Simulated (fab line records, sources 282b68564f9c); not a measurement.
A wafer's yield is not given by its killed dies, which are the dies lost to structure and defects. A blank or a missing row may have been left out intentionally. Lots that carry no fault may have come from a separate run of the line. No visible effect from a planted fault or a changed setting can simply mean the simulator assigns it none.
Split-lot experiment :: flow rit-cmos :: 5 lots, 23 wafers read, on a route of 202 steps

== ON THE SPLIT ==
At RIT_PSD_IMPLANT_08, the setting energy-kev was moved away from the recipe's 27 on 8 of the 23 wafers read, by -2.5% to +5.4%. For the rest of the wafers, this setting stayed at what the recipe calls for.

== FROM THE SPLIT TO THE READING: what the file shows between them, 3 steps ==
- RIT_PSD_STRIP_09: strips in O2, time 180 s
- RIT_SDANNEAL_CLEAN_02: cleans in SC2, time 600 s
- RIT_SDANNEAL_RTA_03: time 5 s

== THE READING ==
PSD_RS, in ohm/sq, at RIT_SDANNEAL_RS_MEAS_04 (measures by four-point-probe). Typical for fault-free wafers on this fab line: 115.9 ohm/sq, with standard deviation 0.34 ohm/sq.

wafer: L078.1
tool, chamber at the split: implanter-02, 0
energy-kev as run: 27
against the recipe: recipe
PSD_RS, ohm/sq: 116.3
against lot-mates on the recipe: -

wafer: L078.3
tool, chamber at the split: implanter-02, 0
energy-kev as run: 27
against the recipe: recipe
PSD_RS, ohm/sq: 116.0
against lot-mates on the recipe: -

wafer: L078.5
tool, chamber at the split: implanter-02, 0
energy-kev as run: 27
against the recipe: recipe
PSD_RS, ohm/sq: 115.9
against lot-mates on the recipe: -

wafer: L079.1
tool, chamber at the split: implanter-04, 0
energy-kev as run: 27
against the recipe: recipe
PSD_RS, ohm/sq: 116.0
against lot-mates on the recipe: -

wafer: L079.3
tool, chamber at the split: implanter-04, 0
energy-kev as run: 27.76
against the recipe: +2.8%
PSD_RS, ohm/sq: 114.3
against lot-mates on the recipe: -1.5

wafer: L079.4
tool, chamber at the split: implanter-04, 0
energy-kev as run: 27
against the recipe: recipe
PSD_RS, ohm/sq: 115.6
against lot-mates on the recipe: -

wafer: L079.5
tool, chamber at the split: implanter-04, 0
energy-kev as run: 27.76
against the recipe: +2.8%
PSD_RS, ohm/sq: 114.1
against lot-mates on the recipe: -1.7

wafer: L079.6
tool, chamber at the split: implanter-04, 0
energy-kev as run: 27.76
against the recipe: +2.8%
PSD_RS, ohm/sq: 113.7
against lot-mates on the recipe: -2.1

wafer: L080.1
tool, chamber at the split: implanter-04, 0
energy-kev as run: 28.46
against the recipe: +5.4%
PSD_RS, ohm/sq: 113.4
against lot-mates on the recipe: -3.0

wafer: L080.3
tool, chamber at the split: implanter-04, 0
energy-kev as run: 28.46
against the recipe: +5.4%
PSD_RS, ohm/sq: 113.2
against lot-mates on the recipe: -3.2

wafer: L080.4
tool, chamber at the split: implanter-04, 0
energy-kev as run: 27
against the recipe: recipe
PSD_RS, ohm/sq: 116.4
against lot-mates on the recipe: -

wafer: L080.5
tool, chamber at the split: implanter-04, 0
energy-kev as run: 27
against the recipe: recipe
PSD_RS, ohm/sq: 116.4
against lot-mates on the recipe: -

wafer: L080.6
tool, chamber at the split: implanter-04, 0
energy-kev as run: 28.46
against the recipe: +5.4%
PSD_RS, ohm/sq: 113.3
against lot-mates on the recipe: -3.1

wafer: L082.1
tool, chamber at the split: implanter-04, 0
energy-kev as run: 26.33
against the recipe: -2.5%
PSD_RS, ohm/sq: 117.2
against lot-mates on the recipe: +1.0

wafer: L082.2
tool, chamber at the split: implanter-04, 0
energy-kev as run: 27
against the recipe: recipe
PSD_RS, ohm/sq: 116.1
against lot-mates on the recipe: -

wafer: L082.4
tool, chamber at the split: implanter-04, 0
energy-kev as run: 26.33
against the recipe: -2.5%
PSD_RS, ohm/sq: 117.4
against lot-mates on the recipe: +1.2

wafer: L082.5
tool, chamber at the split: implanter-04, 0
energy-kev as run: 27
against the recipe: recipe
PSD_RS, ohm/sq: 116.1
against lot-mates on the recipe: -

wafer: L082.6
tool, chamber at the split: implanter-04, 0
energy-kev as run: 27
against the recipe: recipe
PSD_RS, ohm/sq: 116.5
against lot-mates on the recipe: -

wafer: L084.1
tool, chamber at the split: implanter-02, 0
energy-kev as run: 27
against the recipe: recipe
PSD_RS, ohm/sq: 115.6
against lot-mates on the recipe: -

wafer: L084.3
tool, chamber at the split: implanter-02, 0
energy-kev as run: 27
against the recipe: recipe
PSD_RS, ohm/sq: 115.6
against lot-mates on the recipe: -

wafer: L084.4
tool, chamber at the split: implanter-02, 0
energy-kev as run: 27
against the recipe: recipe
PSD_RS, ohm/sq: 115.4
against lot-mates on the recipe: -

wafer: L084.5
tool, chamber at the split: implanter-02, 0
energy-kev as run: 27
against the recipe: recipe
PSD_RS, ohm/sq: 115.2
against lot-mates on the recipe: -

wafer: L084.6
tool, chamber at the split: implanter-02, 0
energy-kev as run: 27
against the recipe: recipe
PSD_RS, ohm/sq: 115.3
against lot-mates on the recipe: -

THE FIT
A straight line over all 23 wafers: PSD_RS changes by -0.521 ohm/sq for each +1% of energy-kev; r = -0.95; the points scatter about the line by 0.4 ohm/sq.
The same after taking each lot's own level away (the mean of its wafers on the recipe; 23 wafers): -0.559 ohm/sq for each +1%; r = -0.99; scatter 0.2 ohm/sq.
Per that fit: largest energy-kev move, reading shift of 3 ohm/sq.
From 115.42 to 116.40 ohm/sq: that is the span of the lots' own levels, equal to 2.9 times the standard deviation above.
The two slopes are in agreement: the lot-to-lot level therefore moves the slope only a little.
Check: with one of the wafers moved furthest among these (+5.4%) left out of the fit, the line predicts -3.12 ohm/sq for it against its lot-mates. It came out at -3 ohm/sq against them.

== FURTHER SPLITS ON THESE WAFERS ==
These wafers also went through other splits before the reading. Each is held against what the fit with the lots' levels taken away leaves over:
other split on the same wafers: RIT_GATE_SOFTBAKE_12 time-s
wafers away from the commonest value: 8
r with PSD_RS (lot level and that fit taken away): +0.24

other split on the same wafers: RIT_NLDD_IMPLANT_08 energy-kev
wafers away from the commonest value: 8
r with PSD_RS (lot level and that fit taken away): +0.26

other split on the same wafers: RIT_NSD_SOFTBAKE_02 temp-c
wafers away from the commonest value: 6
r with PSD_RS (lot level and that fit taken away): +0.03

== THE WHOLE CHAIN: every reading that the file lists as answering this split, in the file's order ==
step: RIT_PSD_IMPLANT_08
what it does: 
reading: implant.rp-nm (the simulator's own value, which no gauge read)
change (the file's fit): +0.178 nm for each +1% of the setting
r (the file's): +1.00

step: RIT_PSD_IMPLANT_08
what it does: 
reading: implant.drp-nm (the simulator's own value, which no gauge read)
change (the file's fit): +0.0843 nm for each +1% of the setting
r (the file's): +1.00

step: RIT_SDANNEAL_RS_MEAS_04
what it does: measures by four-point-probe
reading: PSD_RS
change (the file's fit): -0.565 for each +1% of the setting
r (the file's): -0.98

== THE FILE'S OWN FIT ==
PSD_RS changes by -0.565 ohm/sq for each +1% of energy-kev, r = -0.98.
